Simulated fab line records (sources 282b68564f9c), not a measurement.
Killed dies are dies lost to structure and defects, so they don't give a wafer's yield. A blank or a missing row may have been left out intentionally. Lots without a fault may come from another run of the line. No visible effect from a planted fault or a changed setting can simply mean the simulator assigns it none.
fab line records -- flow ritCmos
record: lots: 5, wafers: 27
route steps=202 shown ACTIVE@4 FOX2@25 GATE@95 M1@184
startH: hours from the record's opening day to when the first of the lot's shown wafers began -- waitH: hours from the lot's prior step to this one -- " same as the row above -- L1.1+2: several wafers, shown together as one row -- - no value, or no start was given -- * or withheld: withheld -- < > ~ a bound
route shown NAME@n: a module of which the file shows steps, and the number in the route of the first -- usual: mean/standard deviation taken from wafers without a fault -- same: alike in all rows -- chamber/n: place in a boat -- sites: per-site readings -- _std_site: the standard deviation of these -- _edge_site: mean of outer sites minus mean of inner sites -- radiusMm: for every site, how far away it sits from the centre of the wafer -- mask NAME#n: copy n -- behind: tool/chamber where the wafer was last shaped -- hold: why the lot went on hold/how many hours it stayed there/how the hold came to an end -- device: the n, p or np transistor that did not switch -- end of line: tests run on the same wafers once the route is complete -- step lacking rows: just its recipe -- killed: not the wafer's yield, but the dies lost to structure and defects at the first sort -- map: shows each die of a wafer: x if killed, . if not, _ if none is there
set.NAME: the setting as run; set.NAME@STEP: as run at that earlier step -- model.NAME: the simulator's own value behind a step, which no gauge read
lots whose settings were changed on purpose; a table a step, a row a wafer
== steps ==
step: RIT_ACTIVE_CVD_03
recipe: material: Si3N4, targetThkNm: 150, tempC: 810, precursor: SiH2Cl2/NH3, timeS: 1500, pressureMtorr: 300, sih2cl2FlowSccm: 60, nh3FlowSccm: 150
lot.wafer,tool,chamber,startH,waitH,set.timeS,model.Si3N4_of_ACTIVE_CVD_03.thkNm
L075.1,-,-,-,0.1,934.5,93.42
L075.2,-,-,-,0.1,934.5,91.79
L075.3,-,-,-,0.1,934.5,91.93
L075.4,-,-,-,0.1,934.5,92.82
L075.5,-,-,-,0.1,934.5,92.01
L075.6,-,-,-,0.1,934.5,92.15
L077.2,lpcvd-02,0,27.94,0.0,1500,150.9
L077.4,lpcvd-02,0,27.94,0.0,1500,151.6
L077.5,lpcvd-02,0,27.94,0.0,1500,150.1
L078.1,-,-,-,0.2,1500,148.2
L078.2,-,-,-,0.2,1500,150.7
L078.3+4,-,-,-,0.2,1500,150.3
L078.5,-,-,-,0.2,1500,151.4
L078.6,-,-,-,0.2,1500,150
L081.1,-,-,-,0.1,2289,227.1
L081.2,-,-,-,0.1,2289,227.6
L081.3,-,-,-,0.1,2289,228.8
L081.4,-,-,-,0.1,2289,225.6
L081.5,-,-,-,0.1,2289,227.4
L081.6,-,-,-,0.1,2289,227.2
L085.1,-,-,-,0.1,1916,191.4
L085.2,-,-,-,0.1,1916,191.9
L085.3,-,-,-,0.1,1916,191
L085.4,-,-,-,0.1,1916,191.5
L085.5,-,-,-,0.1,1916,190.2
L085.6,-,-,-,0.1,1916,190.8
step: RIT_ACTIVE_THK_MEAS_04
recipe: reads: Si3N4_of_ACTIVE_CVD_03
usual: ACTIVE_NITRIDE_THK: 150.1/1.3
lot.wafer,tool,chamber,startH,waitH,set.timeS@ACTIVE_CVD_03,ACTIVE_NITRIDE_THK[nm]
L075.1,filmMetro-04,-,-,-,934.5,93.4
L075.2,filmMetro-04,-,-,-,934.5,91.8
L075.3,filmMetro-04,-,-,-,934.5,91.9
L075.4,filmMetro-04,-,-,-,934.5,92.8
L075.5,filmMetro-04,-,-,-,934.5,92.0
L075.6,filmMetro-04,-,-,-,934.5,92.1
L077.2,filmMetro-02,-,29.37,0.0,1500,150.9
L077.4,filmMetro-02,-,29.37,0.0,1500,151.5
L077.5,filmMetro-02,-,29.37,0.0,1500,150.1
L078.1,filmMetro-03,-,-,-,1500,148.2
L078.2,filmMetro-03,-,-,-,1500,150.8
L078.3,filmMetro-03,-,-,-,1500,150.2
L078.4,filmMetro-03,-,-,-,1500,150.2
L078.5,filmMetro-03,-,-,-,1500,151.4
L078.6,filmMetro-03,-,-,-,1500,149.9
L081.1,filmMetro-04,-,-,-,2289,227.1
L081.2,filmMetro-04,-,-,-,2289,227.5
L081.3,filmMetro-04,-,-,-,2289,228.7
L081.4,filmMetro-04,-,-,-,2289,225.4
L081.5,filmMetro-04,-,-,-,2289,227.5
L081.6,filmMetro-04,-,-,-,2289,227.3
L085.1,filmMetro-03,-,-,-,1916,191.3
L085.2,filmMetro-03,-,-,-,1916,191.9
L085.3,filmMetro-03,-,-,-,1916,191.0
L085.4,filmMetro-03,-,-,-,1916,191.5
L085.5,filmMetro-03,-,-,-,1916,190.2
L085.6,filmMetro-03,-,-,-,1916,190.8
step: RIT_ACTIVE_ETCH_13
recipe: stopOn: SiO2, chemistry: SF6, target: Si3N4, timeS: 210, overEtchFrac: 0.4, SF6_flow_sccm: 200, pressureMtorr: 260, rfW: 125, targetDepthA: 2100
usual: oesProductAu: 0.823/0.015
lot.wafer,tool,chamber,startH,waitH,set.timeS,set.timeS@ACTIVE_CVD_03,oesProductAu,model.NOVOLAK_of_ACTIVE_COAT_06.thkNm,model.ACTIVE.featureDepthNm,model.SiO2_of_ACTIVE_OXIDATION_01.thkNm
L075.1,rieDiel-04,2,19.83,0.1,210,934.5,0.624,658.6,93.7,47.51
L075.2,rieDiel-04,1,19.83,0.1,270.8,934.5,0.619,583.1,139.3,0
L075.3,rieDiel-04,0,19.83,0.1,210,934.5,0.658,665.9,91.93,47.66
L075.4,rieDiel-04,3,19.83,0.1,270.8,934.5,0.670,590.8,140.4,0
L075.5,rieDiel-04,0,19.83,0.1,210,934.5,0.653,665.7,92.01,47.52
L075.6,rieDiel-04,3,19.83,0.1,270.8,934.5,0.656,590.1,139.1,0
L077.2,rieDiel-03,3,30.54,0.1,210,1500,0.833,669.3,150.9,46.4
L077.4,rieDiel-03,0,30.54,0.1,210,1500,0.834,660.8,151.6,45.99
L077.5,rieDiel-03,1,30.54,0.1,210,1500,0.830,671.9,150.1,46.16
L078.1,rieDiel-04,3,35.71,0.1,210,1500,0.841,658.4,148.2,46.7
L078.2,rieDiel-04,0,35.71,0.1,318.3,1500,0.815,550.5,197.7,0
L078.3,rieDiel-04,1,35.71,0.1,318.3,1500,0.791,532.7,196.9,0
L078.4,rieDiel-04,2,35.71,0.1,318.3,1500,0.779,540.2,197.2,0
L078.5,rieDiel-04,2,35.71,0.1,210,1500,0.808,660,151.7,46.59
L078.6,rieDiel-04,3,35.71,0.1,210,1500,0.847,661.1,150.1,46.06
L081.1,rieDiel-04,2,51.15,0.1,210,2289,0.984,662.8,213.2,47.75
L081.2,rieDiel-04,0,51.15,0.1,210,2289,1.002,667.1,208.2,48.26
L081.3,rieDiel-04,3,51.15,0.1,210,2289,1.041,658.8,213.7,48
L081.4,rieDiel-04,1,51.15,0.1,210,2289,0.996,655.7,218,47.42
L081.5,rieDiel-04,3,51.15,0.1,210,2289,1.031,662.4,211.9,48.19
L081.6,rieDiel-04,0,51.15,0.1,210,2289,1.013,666.1,208.4,48.32
L085.1,rieDiel-04,3,71.21,0.1,327.2,1916,0.936,525,231.4,8.28
L085.2,rieDiel-04,2,71.21,0.1,210,1916,0.914,652.6,192.2,47.3
L085.3,rieDiel-04,0,71.21,0.1,210,1916,0.957,663.1,191,47.85
L085.4,rieDiel-04,1,71.21,0.1,210,1916,0.920,649.8,192.7,45.74
L085.5,rieDiel-04,3,71.21,0.1,327.2,1916,0.946,527.3,230,8.082
L085.6,rieDiel-04,2,71.21,0.1,327.2,1916,0.883,522.3,237.7,0
step: RIT_ACTIVE_STRIP_14
recipe: chemistry: O2, timeS: 180, resist: NOVOLAK, platenTempC: withheld, powerW: 500, pressureMtorr: 4000, o2FlowSccm: 4000
step: RIT_FOX2_CLEAN_02
recipe: chemistry: dHF, dilution: 50:1, timeS: 180
step: RIT_FOX2_WET_ETCH_03
recipe: chemistry: H3PO4, target: Si3N4, targetDepthNm: 195, tempC: 165, timeS: 2700
lot.wafer,tool,chamber,startH,waitH,set.timeS@ACTIVE_ETCH_13,model.SiO2_of_ACTIVE_OXIDATION_01.thkNm
L075.1,wetBench-02,1,25.82,0.0,210,42.14
L075.2+4+6,wetBench-02,1,25.82,0.0,270.8,0
L075.3,wetBench-02,1,25.82,0.0,210,42.26
L075.5,wetBench-02,1,25.82,0.0,210,42.12
L077.2,wetBench-03,0,34.98,0.0,210,41.16
L077.4,wetBench-03,0,34.98,0.0,210,40.81
L077.5,wetBench-03,0,34.98,0.0,210,40.98
L078.1,wetBench-02,1,39.98,0.0,210,41.39
L078.2+3+4,wetBench-02,1,39.98,0.0,318.3,0
L078.5,wetBench-02,1,39.98,0.0,210,41.3
L078.6,wetBench-02,1,39.98,0.0,210,40.82
L081.1,wetBench-01,1,55.59,0.0,210,42.57
L081.2,wetBench-01,1,55.59,0.0,210,43.03
L081.3,wetBench-01,1,55.59,0.0,210,42.82
L081.4,wetBench-01,1,55.59,0.0,210,42.24
L081.5,wetBench-01,1,55.59,0.0,210,42.92
L081.6,wetBench-01,1,55.59,0.0,210,43.06
L085.1,wetBench-03,2,74.98,0.0,327.2,7.375
L085.2,wetBench-03,2,74.98,0.0,210,42.12
L085.3,wetBench-03,2,74.98,0.0,210,42.61
L085.4,wetBench-03,2,74.98,0.0,210,40.73
L085.5,wetBench-03,2,74.98,0.0,327.2,7.2
L085.6,wetBench-03,2,74.98,0.0,327.2,0
step: RIT_GATE_ETCH_19
recipe: chemistry: SF6/CHF3/O2, timeS: 165, SF6_flow_sccm: 30, CHF3_flow_sccm: 30, O2_flow_sccm: 5, target: poly-Si, pressureMtorr: 40, rfW: 160, targetDepthA: 3125, overEtchFrac: 0.25, stopOn: SiO2
lot.wafer,tool,chamber,startH,waitH,set.timeS,model.NOVOLAK_of_GATE_COAT_11.thkNm
L075.1,rieSi-02,0,43.16,0.1,165,673.1
L075.2,rieSi-02,2,43.16,0.1,132.9,686.9
L075.3,rieSi-02,1,43.16,0.1,132.9,685.3
L075.4,rieSi-02,3,43.16,0.1,132.9,689.1
L075.5,rieSi-02,1,43.16,0.1,165,670
L075.6,rieSi-02,0,43.16,0.1,165,672.9
L077.2,rieSi-02,0,56.49,0.1,165,671
L077.4,rieSi-02,1,56.49,0.1,165,667.8
L077.5,rieSi-02,0,56.49,0.1,165,668.9
L078.1,rieSi-01,0,59.03,0.1,165,670.8
L078.2,rieSi-01,3,59.03,0.1,165,676.2
L078.3,rieSi-01,1,59.03,0.1,165,672.8
L078.4,rieSi-01,2,59.03,0.1,165,668.8
L078.5,rieSi-01,2,59.03,0.1,165,666.7
L078.6,rieSi-01,1,59.03,0.1,165,674.8
L081.1,rieSi-02,3,76.49,0.1,190.8,663.1
L081.2,rieSi-02,0,76.49,0.1,165,671.7
L081.3,rieSi-02,1,76.49,0.1,190.8,655.4
L081.4,rieSi-02,2,76.49,0.1,165,670.2
L081.5,rieSi-02,2,76.49,0.1,190.8,659.4
L081.6,rieSi-02,1,76.49,0.1,165,666.7
L085.1,rieSi-02,0,93.28,0.1,165,672.2
L085.2,rieSi-02,3,93.28,0.1,165,674.2
L085.3,rieSi-02,1,93.28,0.1,209,646.2
L085.4,rieSi-02,2,93.28,0.1,165,673
L085.5,rieSi-02,3,93.28,0.1,209,653.6
L085.6,rieSi-02,0,93.28,0.1,209,650.2
step: RIT_M1_SPUTTER_00
recipe: material: Al, targetThkNm: 400, powerW: 2000, chamberPressurePa: 0.4, gas: Ar, timeS: 500, substrateTempC: 25
lot.wafer,tool,chamber,startH,waitH,set.timeS,model.Al_of_M1_SPUTTER_00.thkNm
L075.1+6,pvdSputter-03,-,58.88,0.0,268.8,220.9
L075.2,pvdSputter-03,-,58.88,0.0,268.8,217.8
L075.3,pvdSputter-03,-,58.88,0.0,500,402.4
L075.4,pvdSputter-03,-,58.88,0.0,500,399.8
L075.5,pvdSputter-03,-,58.88,0.0,500,398.8
L077.2,pvdSputter-03,-,71.93,0.0,500,398.9
L077.4,pvdSputter-03,-,71.93,0.0,500,400.6
L077.5,pvdSputter-03,-,71.93,0.0,500,394.6
L078.1,pvdSputter-04,-,76.19,0.0,500,391.7
L078.2,pvdSputter-04,-,76.19,0.0,500,398.4
L078.3,pvdSputter-04,-,76.19,0.0,500,393.2
L078.4,pvdSputter-04,-,76.19,0.0,607.5,479.1
L078.5,pvdSputter-04,-,76.19,0.0,607.5,477.4
L078.6,pvdSputter-04,-,76.19,0.0,607.5,482.4
L081.1,pvdSputter-03,-,92.26,0.0,500,402.6
L081.2,pvdSputter-03,-,92.26,0.0,387.7,316.8
L081.3,pvdSputter-03,-,92.26,0.0,387.7,314.4
L081.4,pvdSputter-03,-,92.26,0.0,500,400.4
L081.5,pvdSputter-03,-,92.26,0.0,387.7,314.5
L081.6,pvdSputter-03,-,92.26,0.0,500,407.7
L085.1,pvdSputter-03,-,111.56,0.0,500,399.3
L085.2,pvdSputter-03,-,111.56,0.0,500,401.2
L085.3,pvdSputter-03,-,111.56,0.0,500,392.5
L085.4,pvdSputter-03,-,111.56,0.0,500,402.4
L085.5,pvdSputter-03,-,111.56,0.0,500,400.1
L085.6,pvdSputter-03,-,111.56,0.0,500,400.3
step: RIT_M1_RS_MEAS_01
recipe: thkMeasGauge: four-point-probe, reads: Al_of_M1_SPUTTER_00
usual: M1_AL_RS: 0.0737/0.00075
lot.wafer,tool,chamber,startH,waitH,set.timeS@M1_SPUTTER_00,M1_AL_RS[ohm/sq]
L075.1,filmMetro-04,-,59.17,0.1,268.8,0.1362
L075.2,filmMetro-04,-,59.17,0.1,268.8,0.1384
L075.3,filmMetro-04,-,59.17,0.1,500,0.0729
L075.4,filmMetro-04,-,59.17,0.1,500,0.0735
L075.5,filmMetro-04,-,59.17,0.1,500,0.0737
L075.6,filmMetro-04,-,59.17,0.1,268.8,0.1362
L077.2,filmMetro-04,-,72.25,0.2,500,0.0737
L077.4,filmMetro-04,-,72.25,0.2,500,0.0732
L077.5,filmMetro-04,-,72.25,0.2,500,0.0746
L078.1,filmMetro-04,-,76.48,0.1,500,0.0749
L078.2,filmMetro-04,-,76.48,0.1,500,0.0738
L078.3,filmMetro-04,-,76.48,0.1,500,0.0747
L078.4,filmMetro-04,-,76.48,0.1,607.5,0.0611
L078.5,filmMetro-04,-,76.48,0.1,607.5,0.0614
L078.6,filmMetro-04,-,76.48,0.1,607.5,0.0607
L081.1,filmMetro-03,-,92.56,0.1,500,0.0732
L081.2,filmMetro-03,-,92.56,0.1,387.7,0.0935
L081.3,filmMetro-03,-,92.56,0.1,387.7,0.0942
L081.4,filmMetro-03,-,92.56,0.1,500,0.0735
L081.5,filmMetro-03,-,92.56,0.1,387.7,0.0943
L081.6,filmMetro-03,-,92.56,0.1,500,0.0721
L085.1,filmMetro-02,-,111.85,0.1,500,0.0737
L085.2,filmMetro-02,-,111.85,0.1,500,0.0732
L085.3,filmMetro-02,-,111.85,0.1,500,0.0748
L085.4,filmMetro-02,-,111.85,0.1,500,0.0729
L085.5,filmMetro-02,-,111.85,0.1,500,0.0735
L085.6,filmMetro-02,-,111.85,0.1,500,0.0735
step: RIT_M1_THK_MEAS_02
recipe: thkMeasGauge: xrf, reads: Al_of_M1_SPUTTER_00
usual: M1_AL_THK: 403/4.8
lot.wafer,tool,chamber,startH,waitH,set.timeS@M1_SPUTTER_00,M1_AL_THK[nm]
L075.1,filmMetro-04,-,59.29,0.1,268.8,223
L075.2,filmMetro-04,-,59.29,0.1,268.8,220
L075.3,filmMetro-04,-,59.29,0.1,500,406
L075.4,filmMetro-04,-,59.29,0.1,500,401
L075.5,filmMetro-04,-,59.29,0.1,500,402
L075.6,filmMetro-04,-,59.29,0.1,268.8,223
L077.2,filmMetro-04,-,72.36,0.1,500,399
L077.4,filmMetro-04,-,72.36,0.1,500,403
L077.5,filmMetro-04,-,72.36,0.1,500,396
L078.1,filmMetro-04,-,76.60,0.1,500,393
L078.2,filmMetro-04,-,76.60,0.1,500,401
L078.3,filmMetro-04,-,76.60,0.1,500,394
L078.4,filmMetro-04,-,76.60,0.1,607.5,482
L078.5,filmMetro-04,-,76.60,0.1,607.5,481
L078.6,filmMetro-04,-,76.60,0.1,607.5,485
L081.1,filmMetro-03,-,92.68,0.1,500,408
L081.2,filmMetro-03,-,92.68,0.1,387.7,320
L081.3,filmMetro-03,-,92.68,0.1,387.7,318
L081.4,filmMetro-03,-,92.68,0.1,500,404
L081.5,filmMetro-03,-,92.68,0.1,387.7,318
L081.6,filmMetro-03,-,92.68,0.1,500,413
L085.1,filmMetro-02,-,111.97,0.1,500,405
L085.2,filmMetro-02,-,111.97,0.1,500,407
L085.3,filmMetro-02,-,111.97,0.1,500,401
L085.4,filmMetro-02,-,111.97,0.1,500,409
L085.5,filmMetro-02,-,111.97,0.1,500,406
L085.6,filmMetro-02,-,111.97,0.1,500,408
step: RIT_M1_HMDS_03
recipe: primeTimeS: 60, primeTempC: 140
step: RIT_M1_COAT_04
recipe: resist: NOVOLAK, spinRpm: 2000, resistThkNm: 1300
step: RIT_M1_HARDBAKE_11
recipe: resist: NOVOLAK, tempC: 140, timeS: 120
step: RIT_M1_METAL_ETCH_12
recipe: stopOn: SiO2, chemistry: Cl2/BCl3, target: Al, timeS: 165, overEtchFrac: 0.5, pressureMtorr: 100, targetDepthA: 6000, rfW: 240.5, Cl2_flow_sccm: 60, bcl3FlowSccm: 50
usual: oesProductAu: 0.781/0.012
lot.wafer,tool,chamber,startH,waitH,set.timeS@M1_SPUTTER_00,oesProductAu
L075.1,rieMetal-04,0,60.84,0.2,268.8,0.579
L075.2,rieMetal-04,1,60.84,0.2,268.8,0.579
L075.3,rieMetal-04,1,60.84,0.2,500,0.791
L075.4,rieMetal-04,0,60.84,0.2,500,0.785
L075.5,rieMetal-04,0,60.84,0.2,500,0.784
L075.6,rieMetal-04,1,60.84,0.2,268.8,0.591
L077.2,rieMetal-02,0,73.91,0.2,500,0.798
L077.4,rieMetal-02,0,73.91,0.2,500,0.788
L077.5,rieMetal-02,0,73.91,0.2,500,0.790
L078.1,rieMetal-04,0,77.95,0.2,500,0.777
L078.2,rieMetal-04,1,77.95,0.2,500,0.782
L078.3,rieMetal-04,0,77.95,0.2,500,0.787
L078.4,rieMetal-04,1,77.95,0.2,607.5,0.875
L078.5,rieMetal-04,0,77.95,0.2,607.5,0.860
L078.6,rieMetal-04,1,77.95,0.2,607.5,0.883
L081.1,rieMetal-04,1,94.29,0.2,500,0.798
L081.2,rieMetal-04,0,94.29,0.2,387.7,0.690
L081.3,rieMetal-04,0,94.29,0.2,387.7,0.690
L081.4,rieMetal-04,1,94.29,0.2,500,0.788
L081.5,rieMetal-04,1,94.29,0.2,387.7,0.694
L081.6,rieMetal-04,0,94.29,0.2,500,0.800
L085.1,rieMetal-03,0,113.32,0.2,500,0.776
L085.2,rieMetal-03,1,113.32,0.2,500,0.775
L085.3,rieMetal-03,0,113.32,0.2,500,0.757
L085.4,rieMetal-03,1,113.32,0.2,500,0.776
L085.5,rieMetal-03,1,113.32,0.2,500,0.777
L085.6,rieMetal-03,0,113.32,0.2,500,0.760
== key ==
split: step: RIT_ACTIVE_CVD_03, setting: timeS, stated: 1500, by: lot
response: step: RIT_ACTIVE_CVD_03, reading: model.Si3N4_of_ACTIVE_CVD_03.thkNm, change: +1.49, per: 1%, r: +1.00
response: step: RIT_ACTIVE_THK_MEAS_04, reading: ACTIVE_NITRIDE_THK, change: +1.49, per: 1%, r: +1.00
response: step: RIT_ACTIVE_ETCH_13, reading: oesProductAu, change: +0.00403, per: 1%, r: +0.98
split: step: RIT_ACTIVE_ETCH_13, setting: timeS, stated: 210, by: wafer
response: step: RIT_ACTIVE_ETCH_13, reading: model.NOVOLAK_of_ACTIVE_COAT_06.thkNm, change: -2.36, per: 1%, r: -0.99
response: step: RIT_ACTIVE_ETCH_13, reading: model.ACTIVE.featureDepthNm, change: +0.922, per: 1%, r: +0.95
response: step: RIT_ACTIVE_ETCH_13, reading: model.SiO2_of_ACTIVE_OXIDATION_01.thkNm, change: -0.921, per: 1%, r: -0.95
response: step: RIT_FOX2_WET_ETCH_03, reading: model.SiO2_of_ACTIVE_OXIDATION_01.thkNm, change: -0.818, per: 1%, r: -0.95
split: step: RIT_GATE_ETCH_19, setting: timeS, stated: 165, by: wafer
response: step: RIT_GATE_ETCH_19, reading: model.NOVOLAK_of_GATE_COAT_11.thkNm, change: -0.803, per: 1%, r: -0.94
split: step: RIT_M1_SPUTTER_00, setting: timeS, stated: 500, by: wafer
response: step: RIT_M1_SPUTTER_00, reading: model.Al_of_M1_SPUTTER_00.thkNm, change: +3.92, per: 1%, r: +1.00
response: step: RIT_M1_RS_MEAS_01, reading: M1_AL_RS, change: -0.00119, per: 1%, r: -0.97
response: step: RIT_M1_THK_MEAS_02, reading: M1_AL_THK, change: +3.94, per: 1%, r: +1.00
response: step: RIT_M1_METAL_ETCH_12, reading: oesProductAu, change: +0.00441, per: 1%, r: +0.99
